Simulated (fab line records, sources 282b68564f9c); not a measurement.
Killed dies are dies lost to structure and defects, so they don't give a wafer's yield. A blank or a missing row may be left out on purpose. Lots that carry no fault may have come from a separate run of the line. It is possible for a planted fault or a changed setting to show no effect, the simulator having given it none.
fab line records | flow rit_cmos
[record] lots = 7 wafers = 21 last_day = 6
route steps=202 shown NRETRO@63 PRETRO@64 GATE@75 FOX2@80
lots with no fault: from the same line, run without faults
start_h: hours from the record's opening day to when the first of the lot's shown wafers began | wait_h: hours elapsed since this lot's preceding step | " unchanged from the row above | L1.1+2: several wafers, shown together as one row | - no value present, or no start provided | * or withheld: withheld | < > ~ a bound
route shown NAME@n: a module of which the file shows steps, and the number in the route of the first | usual: average and standard deviation across the fault-free wafers | same: alike in all rows | chamber/n: place in a boat | sites: readings site by site | _std_site: how widely they spread, as a standard deviation | _edge_site: inner sites' mean taken away from outer sites' mean | radius_mm: for every site, how far away it sits from the centre of the wafer | mask NAME#n: copy n | behind: the tool/chamber that last shaped the wafer | hold: reason for holding the lot/hours on hold/outcome of the hold | device: the transistor (n, p or np) that didn't switch | end of line: the same wafers' tests at the end of the route | a step given without rows: its recipe and nothing more | killed: the dies lost at the first sort to structure and to defects; this is not the yield of the wafer | map: dies across one wafer; x = killed, . = not, _ = none there
set.NAME: the setting the step ran with; set.NAME@STEP: the setting that earlier step ran with | model.NAME: the simulator's own value behind a step, which no gauge read
certain route steps with their lots: each step a table, each wafer a row
services: from which hour (start_h, from the record's first day; less than 0 if before it) a tool's chamber was out of use, for how many hours, and why
[[steps]]
[step RIT_NRETRO_TW_MEAS_10]
[usual] NRETRO_TW = 1048/5.9
// columns lot.wafer tool chamber start_h wait_h NRETRO_TW
L858.3 film_metro-04 - 41.00 0.1 1045
L858.4 " - " " 1046
L858.6 " - " " 1041
L859.3 film_metro-03 - 45.92 0.1 1057
L859.4 " - " " 1055
L859.5 " - " " 1056
L864.2 film_metro-02 - 69.95 0.1 1054
L864.4 " - " " 1049
L864.5 " - " " 1049
L865.2 film_metro-02 - 75.41 0.1 1053
L865.3 " - " " 1053
L865.6 " - " " 1053
L866.2 film_metro-04 - 79.79 0.1 1046
L866.4 " - " " 1044
L866.6 " - " " 1043
L871.2 film_metro-04 - 105.06 0.1 1055
L871.3 " - " " 1051
L871.5 " - " " 1044
L874.1 film_metro-04 - 120.24 0.1 1046
L874.3 " - " " 1047
L874.6 " - " " 1044
[step RIT_PRETRO_HMDS_00]
[recipe] prime_time_s = 60 prime_temp_c = 140
[step RIT_PRETRO_COAT_01]
[recipe] resist = NOVOLAK spin_rpm = 2041 resist_thk_nm = 1300
[step RIT_PRETRO_SOFTBAKE_02]
[recipe] resist = NOVOLAK temp_c = 90 time_s = 60
[step RIT_PRETRO_EXPOSE_03]
[recipe] mask_id = M5 na = 0.57 target_cd_nm = 43700 dose_mj = 250
[step RIT_PRETRO_PEB_04]
[recipe] resist = NOVOLAK temp_c = withheld time_s = withheld
[step RIT_PRETRO_DEVELOP_05]
[recipe] resist = NOVOLAK develop_time_s = 68 dev_temp_c = 23
[step RIT_PRETRO_OVL_MEAS_06]
[usual] PRETRO_OVL = 1.0/1.1
// columns lot.wafer tool chamber start_h wait_h PRETRO_OVL[nm]
L858.3 overlay-02 - 42.06 - -0.2
L858.4 " - " " 2.5
L858.6 " - " " 2.4
L859.3 overlay-01 - 46.98 - 1.3
L859.4 " - " " 1.6
L859.5 " - " " 1.1
L864.2 overlay-01 - 71.01 - 0.0
L864.4 " - " " 0.1
L864.5 " - " " 0.5
L865.2 overlay-01 - 76.77 - 1.2
L865.3 " - " " 0.8
L865.6 " - " " 0.9
L866.2 overlay-02 - 81.06 - -0.5
L866.4 " - " " -0.2
L866.6 " - " " -2.2
L871.2 overlay-01 - 106.13 - 1.2
L871.3 " - " " 1.7
L871.5 " - " " 0.4
L874.1 overlay-01 - 121.30 - 1.5
L874.3 " - " " 0.5
L874.6 " - " " 1.1
[step RIT_PRETRO_HARDBAKE_07]
[recipe] resist = NOVOLAK temp_c = 140 time_s = 120
[step RIT_PRETRO_IMPLANT_08]
[recipe] species = B energy_kev = 45 dose_cm2 = 1.2e+13 tilt_deg = 7
[step RIT_PRETRO_STRIP_09]
[recipe] chemistry = O2 time_s = 180 resist = NOVOLAK platen_temp_c = withheld power_w = 500 pressure_mtorr = 4000 o2_flow_sccm = 4000
[usual] drypump_motor_current_A = 5.7/0.36
// columns lot.wafer tool chamber start_h wait_h drypump_motor_current_A rf_hours_counter_h
L858.3 plasma_asher-03 0 42.54 0.1 6.0 -
L858.4 " 1 " " 5.5 -
L858.6 " 0 " " 5.9 -
L859.3 plasma_asher-01 0 47.46 0.1 6.2 -
L859.4 " 1 " " 5.8 -
L859.5 " 0 " " 6.2 -
L864.2 plasma_asher-04 1 71.44 0.1 5.0 48
L864.4 " 0 " " 5.4 -
L864.5 " 0 " " 5.4 -
L865.2 plasma_asher-04 1 77.20 0.1 5.0 48
L865.3 " 0 " " 5.4 -
L865.6 " 1 " " 5.0 -
L866.2 plasma_asher-01 1 81.49 0.1 5.8 31
L866.4 " 0 " " 6.2 -
L866.6 " 1 " " 5.8 -
L871.2 plasma_asher-04 1 106.56 0.1 5.0 52
L871.3 " 0 " " 5.4 -
L871.5 " 0 " " 5.4 -
L874.1 plasma_asher-01 0 121.84 0.1 6.2 36
L874.3 " 1 " " 5.8 -
L874.6 " 1 " " 5.8 -
[step RIT_PRETRO_TW_MEAS_10]
[usual] PRETRO_TW = 470.4/2.5
// columns lot.wafer tool chamber start_h wait_h PRETRO_TW
L858.3 film_metro-02 - 42.68 0.1 470.7
L858.4 " - " " 469.6
L858.6 " - " " 465.7
L859.3 film_metro-02 - 47.60 0.1 472.7
L859.4 " - " " 467.3
L859.5 " - " " 466.2
L864.2 film_metro-02 - 71.63 0.1 471.5
L864.4 " - " " 472.7
L864.5 " - " " 469.8
L865.2 film_metro-02 - 77.38 0.1 472.9
L865.3 " - " " 474.2
L865.6 " - " " 473.7
L866.2 film_metro-02 - 81.68 0.1 473.2
L866.4 " - " " 471.9
L866.6 " - " " 473.5
L871.2 film_metro-02 - 106.74 0.1 469.2
L871.3 " - " " 468.2
L871.5 " - " " 469.1
L874.1 film_metro-02 - 122.01 0.1 470.2
L874.3 " - " " 472.0
L874.6 " - " " 474.2
[step RIT_GATE_WET_ETCH_00]
[recipe] chemistry = BOE target = SiO2 target_depth_nm = 56 time_s = 60 dry = n2_spin dilution = 10:1 temp_c = 21.5
[usual] bath_heat_duty_pct = 1.6/0.39 run_length_s = 88/3.7
// columns lot.wafer tool chamber start_h wait_h bath_heat_duty_pct run_length_s model.SiO2_of_FOX2_OXIDATION_00.thk_nm model.SiO2_of_ACTIVE_OXIDATION_01.thk_nm
L858.3 wet_bench-03 2 42.72 0.0 2.5 93 274.8 0
L858.4 " 2 " " 1.6 93 265.2 0
L858.6 " 2 " " 2.3 93 266.5 0
L859.3 wet_bench-04 2 47.64 0.0 1.8 93 254.1 0
L859.4 " 2 " " 1.8 93 257.2 0
L859.5 " 2 " " 1.4 93 251.2 0
L864.2 wet_bench-03 1 71.68 0.0 - - 329.7 39.72
L864.4 " 1 " " - - 331.9 40.63
L864.5 " 1 " " - - 321 40.41
L865.2 wet_bench-01 0 77.43 0.0 - - 318 43.1
L865.3 " 0 " " - - 318.2 42.5
L865.6 " 0 " " - - 321 43.22
L866.2 wet_bench-03 3 81.73 0.0 - - 318.2 40.77
L866.4 " 3 " " - - 319.3 40.84
L866.6 " 3 " " - - 314.8 40.96
L871.2 wet_bench-04 2 106.79 0.0 1.4 86 266.2 0
L871.3 " 2 " " 2.0 86 258.7 0
L871.5 " 2 " " 1.4 86 267.3 0
L874.1 wet_bench-04 0 122.07 0.1 1.3 85 262.8 0
L874.3 " 0 " " 1.8 85 265.8 0
L874.6 " 0 " " 1.7 85 266.6 0
[step RIT_GATE_CLEAN_01]
[recipe] chemistry = SC1 mix = 3:3:50 time_s = 600 temp_c = 75
[step RIT_GATE_CLEAN_02]
[recipe] chemistry = dHF dilution = 50:1 time_s = 30
[step RIT_GATE_CLEAN_03]
[recipe] chemistry = SC2 mix = 3:3:50 time_s = 600 temp_c = 75 dry = n2_spin
[step RIT_GATE_CLEAN_04]
[recipe] chemistry = dHF dilution = 50:1 time_s = 60 dry = n2_spin
[step RIT_FOX2_THK_MEAS_91]
[recipe] reads = SiO2_of_FOX2_OXIDATION_00
[usual] FIELD_OXIDE_LEFT_2_THK = 254/7.3
// columns lot.wafer tool chamber start_h wait_h FIELD_OXIDE_LEFT_2_THK[nm]
L858.3 film_metro-03 - 43.21 0.0 263
L858.4 " - " " 253
L858.6 " - " " 254
L859.3 film_metro-04 - 48.11 0.0 242
L859.4 " - " " 245
L859.5 " - " " 239
L864.2 film_metro-01 - 72.11 0.0 318
L864.4 " - " " 320
L864.5 " - " " 309
L865.2 film_metro-04 - 77.86 0.0 306
L865.3 " - " " 306
L865.6 " - " " 309
L866.2 film_metro-01 - 82.15 0.0 306
L866.4 " - " " 307
L866.6 " - " " 303
L871.2 film_metro-01 - 107.22 0.0 254
L871.3 " - " " 247
L871.5 " - " " 255
L874.1 film_metro-03 - 122.49 0.0 251
L874.3 " - " " 254
L874.6 " - " " 255
[step RIT_GATE_OXIDATION_05]
[recipe] temp_c = 893 ambient = O2 target_thk_a = 30 ox_time_s = 270
[step RIT_GATE_ANNEAL_06]
[recipe] temp_c = 900 time_s = 600 ambient = N2O
[step RIT_GATE_CVD_08]
[recipe] material = poly-Si target_thk_nm = 250 temp_c = 610 precursor = SiH4 time_s = 2220 pressure_mtorr = 300 sih4_flow_sccm = 100
[step RIT_GATE_HMDS_10]
[recipe] prime_time_s = 60 prime_temp_c = 140
[step RIT_GATE_COAT_11]
[recipe] resist = NOVOLAK spin_rpm = 4250 resist_thk_nm = 850
[step RIT_GATE_SOFTBAKE_12]
[recipe] resist = NOVOLAK temp_c = 90 time_s = 60
[step RIT_GATE_EXPOSE_13]
[recipe] mask_id = M6 na = 0.6 source_shape = conventional sigma_outer = 0.6 target_cd_nm = 150 dose_mj = 380
[step RIT_GATE_PEB_14]
[recipe] resist = NOVOLAK temp_c = withheld time_s = withheld
[step RIT_GATE_DEVELOP_15]
[recipe] resist = NOVOLAK develop_time_s = 50 dev_temp_c = 23.5
[step RIT_GATE_CD_MEAS_16]
[recipe] target_cd_nm = 150
[usual] cd_nm = 150.3/2.4
// columns lot.wafer tool chamber start_h wait_h cd_nm
L858.3 cd_sem-01 - 48.13 - 154.6
L858.4 " - " " 154.6
L858.6 " - " " 153.2
L859.3 cd_sem-01 - 52.15 - 151.6
L859.4 " - " " 148.1
L859.5 " - " " 149.1
L864.2 cd_sem-01 - 76.09 - 148.0
L864.4 " - " " 148.1
L864.5 " - " " 146.5
L865.2 cd_sem-01 - 82.72 - 151.2
L865.3 " - " " 151.1
L865.6 " - " " 151.2
L866.2 cd_sem-01 - 86.26 - 147.2
L866.4 " - " " 148.8
L866.6 " - " " 147.4
L871.2 cd_sem-02 - 111.20 - 152.4
L871.3 " - " " 153.1
L871.5 " - " " 152.4
L874.1 cd_sem-01 - 126.60 - 151.7
L874.3 " - " " 150.4
L874.6 " - " " 148.8
[step RIT_GATE_OVL_MEAS_17]
[usual] GATE_OVL = 0.5/1.4
// columns lot.wafer tool chamber start_h wait_h GATE_OVL[nm]
L858.3 overlay-01 - 48.22 0.1 -0.7
L858.4 " - " " 0.3
L858.6 " - " " 0.1
L859.3 overlay-02 - 52.24 0.1 3.5
L859.4 " - " " 2.5
L859.5 " - " " 2.5
L864.2 overlay-01 - 76.19 0.1 -0.1
L864.4 " - " " -1.1
L864.5 " - " " -0.6
L865.2 overlay-02 - 82.83 0.1 2.4
L865.3 " - " " 2.1
L865.6 " - " " 0.9
L866.2 overlay-02 - 86.37 0.1 0.5
L866.4 " - " " 0.3
L866.6 " - " " -0.8
L871.2 overlay-01 - 111.30 0.1 1.2
L871.3 " - " " 0.4
L871.5 " - " " 0.8
L874.1 overlay-01 - 126.72 0.1 0.4
L874.3 " - " " 0.5
L874.6 " - " " -0.2
[step RIT_GATE_HARDBAKE_18]
[recipe] resist = NOVOLAK temp_c = 140 time_s = 60
[step RIT_GATE_ETCH_19]
[recipe] chemistry = SF6/CHF3/O2 time_s = 165 SF6_flow_sccm = 30 CHF3_flow_sccm = 30 O2_flow_sccm = 5 target = poly-Si pressure_mtorr = 40 rf_w = 160 target_depth_a = 3125 over_etch_frac = 0.25 stop_on = SiO2
[usual] CHF3_flow_sccm = 30.00/0.092 O2_flow_sccm = 5.001/0.015 drypump_motor_current_A = 5.7/0.36 oes_product_au = 0.841/0.01 throttle_valve_pct = 10.27/0.15
// columns lot.wafer tool chamber start_h wait_h CHF3_flow_sccm O2_flow_sccm drypump_motor_current_A oes_product_au rf_hours_counter_h throttle_valve_pct model.SiO2_of_FOX2_OXIDATION_00.thk_nm
L858.3 rie_si-01 2 48.39 0.1 29.82 5.001 5.4 0.851 152 10.13 251.8
L858.4 " 1 " " 29.93 5.015 6.2 0.857 6 10.28 242.1
L858.6 " 0 " " 29.83 5.009 5.7 0.831 - 10.41 243.7
L859.3 rie_si-02 3 52.42 0.1 29.98 4.983 5.8 0.840 72 10.11 231
L859.4 " 2 " " 29.94 5.010 5.9 0.831 1 10.18 233.7
L859.5 " 3 " " 30.07 4.985 5.8 0.837 - 10.10 228.1
L864.2 rie_si-01 2 76.45 0.1 29.98 5.002 5.4 0.845 153 10.13 306.7
L864.4 " 3 " " 30.17 5.017 6.0 0.833 1 10.53 309.1
L864.5 " 3 " " 30.09 5.001 6.0 0.838 - 10.54 298.2
L865.2 rie_si-02 3 83.01 0.1 30.04 4.998 5.8 0.844 72 10.10 295.1
L865.3 " 0 " " 29.93 5.006 5.0 0.835 93 10.26 295.1
L865.6 " 2 " " 30.03 4.991 5.9 0.841 - 10.17 297.9
L866.2 rie_si-01 0 86.71 0.1 29.85 5.026 5.7 0.826 53 10.42 295.3
L866.4 " 1 " " 29.96 4.979 6.3 0.848 6 10.29 296
L866.6 " 2 " " 29.86 5.016 5.4 0.838 - 10.14 291.7
L871.2 rie_si-02 0 111.61 0.1 30.05 4.974 5.0 0.832 93 10.24 242.9
L871.3 " 3 " " 30.09 4.968 5.8 0.840 72 10.12 235.6
L871.5 " 1 " " 29.86 4.999 5.7 0.845 - 10.17 244
L874.1 rie_si-01 1 126.90 0.1 30.12 4.993 6.3 0.861 6 10.24 239.8
L874.3 " 3 " " 30.13 5.006 6.0 0.849 2 10.55 243.1
L874.6 " 0 " " 30.01 5.016 5.7 0.840 - 10.41 244
[step RIT_GATE_STRIP_20]
[recipe] chemistry = O2 time_s = 180 resist = NOVOLAK platen_temp_c = withheld power_w = 500 pressure_mtorr = 4000 o2_flow_sccm = 4000
[usual] drypump_motor_current_A = 5.7/0.34
// columns lot.wafer tool chamber start_h wait_h drypump_motor_current_A rf_hours_counter_h
L858.3 plasma_asher-04 0 48.56 0.1 5.4 -
L858.4 " 1 " " 5.1 -
L858.6 " 0 " " 5.4 -
L859.3 plasma_asher-01 1 52.58 0.1 5.7 -
L859.4 " 0 " " 6.2 -
L859.5 " 1 " " 5.8 -
L864.2 plasma_asher-02 0 76.56 0.1 5.6 35
L864.4 " 1 " " 5.5 -
L864.5 " 1 " " 5.5 -
L865.2 plasma_asher-02 0 83.11 0.1 5.7 36
L865.3 " 1 " " 5.6 -
L865.6 " 0 " " 5.7 -
L866.2 plasma_asher-02 0 86.82 0.1 5.6 36
L866.4 " 1 " " 5.5 -
L866.6 " 1 " " 5.5 -
L871.2 plasma_asher-01 1 111.72 0.1 5.8 35
L871.3 " 0 " " 6.2 -
L871.5 " 0 " " 6.2 -
L874.1 plasma_asher-02 1 127.01 0.1 5.5 1
L874.3 " 1 " " 5.5 -
L874.6 " 1 " " 5.5 -
[[services]]
// columns tool chamber start_h hours kind
plasma_asher-03 - 25.21 1.6 repair
plasma_asher-03 - 25.40 3.0 repair
rie_si-01 1 44.13 4.1 repair
rie_si-02 - 56.12 0.7 repair
plasma_asher-03 - 60.21 2.8 pm
plasma_asher-03 - 81.50 28.1 pm
rie_si-02 - 84.38 14.6 pm
rie_si-01 2 98.30 - clean
rie_si-01 2 98.30 20.1 scheduled_down
rie_si-01 2 98.30 20.1 vent_cycle
plasma_asher-02 - 108.75 9.0 pm
plasma_asher-02 0 108.75 9.0 vent_cycle
plasma_asher-02 1 108.75 9.0 vent_cycle
plasma_asher-02 0 117.75 - clean
plasma_asher-02 1 117.75 - clean
rie_si-01 - 121.14 1.0 repair
[[key]]
[first_sign] step = RIT_GATE_WET_ETCH_00 reading = tool_record direction = missing
[effect] step = RIT_FOX2_THK_MEAS_91 reading = FIELD_OXIDE_LEFT_2_THK direction = up sigmas = 7.6 usual = 254 struck = 309
[model_effect] step = RIT_GATE_WET_ETCH_00 value = SiO2_of_FOX2_OXIDATION_00.thk_nm without = 265.4 struck = 321.3
[model_effect] step = RIT_GATE_ETCH_19 value = SiO2_of_FOX2_OXIDATION_00.thk_nm without = 242.5 struck = 298.4
met_at RIT_GATE_WET_ETCH_00
struck_wafers L864.2,L864.4,L864.5,L865.2,L865.3,L865.6,L866.2,L866.4,L866.6
later_rows_left_out L864.2,L864.4,L864.5,L865.2,L865.3,L865.6,L866.2,L866.4,L866.6
sort_left_out L864.2,L864.4,L864.5,L865.2,L865.3,L865.6,L866.2,L866.4,L866.6
tester_left_out L864,L865,L866
onset_between 42.72 71.68
[fault] kind = skipped_step_whole tool = wet_bench-01,wet_bench-03 chamber = - onset_h = 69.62 steps = RIT_GATE_WET_ETCH_00 scope = struck_lots_only
// tester_left_out: of these lots the tester's yield and bins aren't shown, on N5 and GAA mostly nor the transistor test; their killed dies are dies lost to structure and defects alone, not to doping, threshold or leakage, so they don't give the yield
// sort_left_out: the simulated sort isn't trusted on such a fault, so these wafers' sort isn't shown, and their yield isn't known
// later_rows_left_out: the simulator's readings of these wafers behind a module that went badly wrong aren't trusted and aren't shown, but for the sort
